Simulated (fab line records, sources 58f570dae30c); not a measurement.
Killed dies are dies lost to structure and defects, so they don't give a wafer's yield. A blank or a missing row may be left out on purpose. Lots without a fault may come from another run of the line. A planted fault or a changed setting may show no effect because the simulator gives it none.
Problem report in the 8D (eight disciplines) form, filled by code | flow berkeley_cmos170 | the parts of the form that need people (team, actions taken, sign-off) are left out

1. THE PROBLEM
PLDD_TW at UCB170_PLDD_TW_MEAS_11 reads a mean of 957 on 6 wafers of 2 lots; wafers without a fault read 1000 with a standard deviation of 6.2. That is -6.9 standard deviations from the usual mean.
First seen on wafer L546.1, day 8 14:57, on film_metro-02. The record holds 42 wafers of 14 lots with a number at this step. Rule for "out", or "out of limits": more than 4 standard deviations from the usual mean. The other wafers with a number count as sound.

2. WHAT IT IS AND WHAT IT IS NOT
question                    | is                     | is not
which readings at this step | PLDD_TW                | -
which lots                  | L546, L550             | L541, L543, L544, L545, L547, L548, L558, L559, L561, L562, L563, L564
which wafers of those lots  | all that have a number | -
read on which gauges        | film_metro-02          | film_metro-01, film_metro-03
when                        | from day 8 14:57       | up to then (15 sound wafers); but 21 sound wafers of L548, L558, L559, L561, L562, L563, L564 came after

3. SUSPECTS, AND WHAT RULES EACH OUT
Counting: a tool at a process step up to the reading stays a suspect if it ran every lot that is out and no sound lot after the first of them.
- the gauge at UCB170_PLDD_TW_MEAS_11: ruled out. All the wafers that are out were read on film_metro-02, but those of them that UCB170_PLDD_IMPLANT_09 has rows for are out there too, on other tools.
- implanter-04 at UCB170_PLDD_IMPLANT_09: ruled out as a lasting fault. Sound lots L558, L562, L563 ran on it after its first lot that is out, L546 (day 8 14:42).
Left after counting: nothing in the record.

4. THE CAUSE (what the simulator had put in)
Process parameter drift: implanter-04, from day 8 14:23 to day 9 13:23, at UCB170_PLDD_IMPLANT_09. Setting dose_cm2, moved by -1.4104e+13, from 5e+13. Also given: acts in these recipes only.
Counting ruled it out, wrongly: the rule takes a fault to strike every lot that its tool runs from its start on, and this one did not.

5. THE CHAIN OF EFFECTS, in route order
Each row: a reading whose mean over the struck wafers that have a number lies more than 3 standard deviations from the usual. Only readings for which the record gives a usual standard deviation are gone through. hours: the time from each lot's start at the first step in this table that gives one to its start at this step, as a median over the lots. sigmas: the change in usual standard deviations.
hours | step                       | reading            | usual       | on struck wafers | change | sigmas
0     | UCB170_PLDD_IMPLANT_09     | dose_ions_cm2      | 5e+13       | 4e+13            | -1e+13 | -99 or more
0     | UCB170_PLDD_IMPLANT_09     | faraday_current_uA | 159         | 114              | -45    | -14
0     | UCB170_PLDD_TW_MEAS_11     | PLDD_TW            | 1000        | 957              | -43    | -6.9
18    | UCB170_SDANNEAL_RS_MEAS_04 | PLDD_RS            | 1030 ohm/sq | 1162             | +132   | +37
The process steps in it:
- UCB170_PLDD_IMPLANT_09

6. WHAT WOULD HAVE CAUGHT IT SOONER
In this record the first reading out of limits at a measuring or inspecting step was taken at day 8 14:57, 1 hour after the fault began at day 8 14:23.
The tool's own readings at UCB170_PLDD_IMPLANT_09 were out on every struck wafer that the step has a row for (dose_ions_cm2, faraday_current_uA): an alarm limit on them would have fired on the first of those.
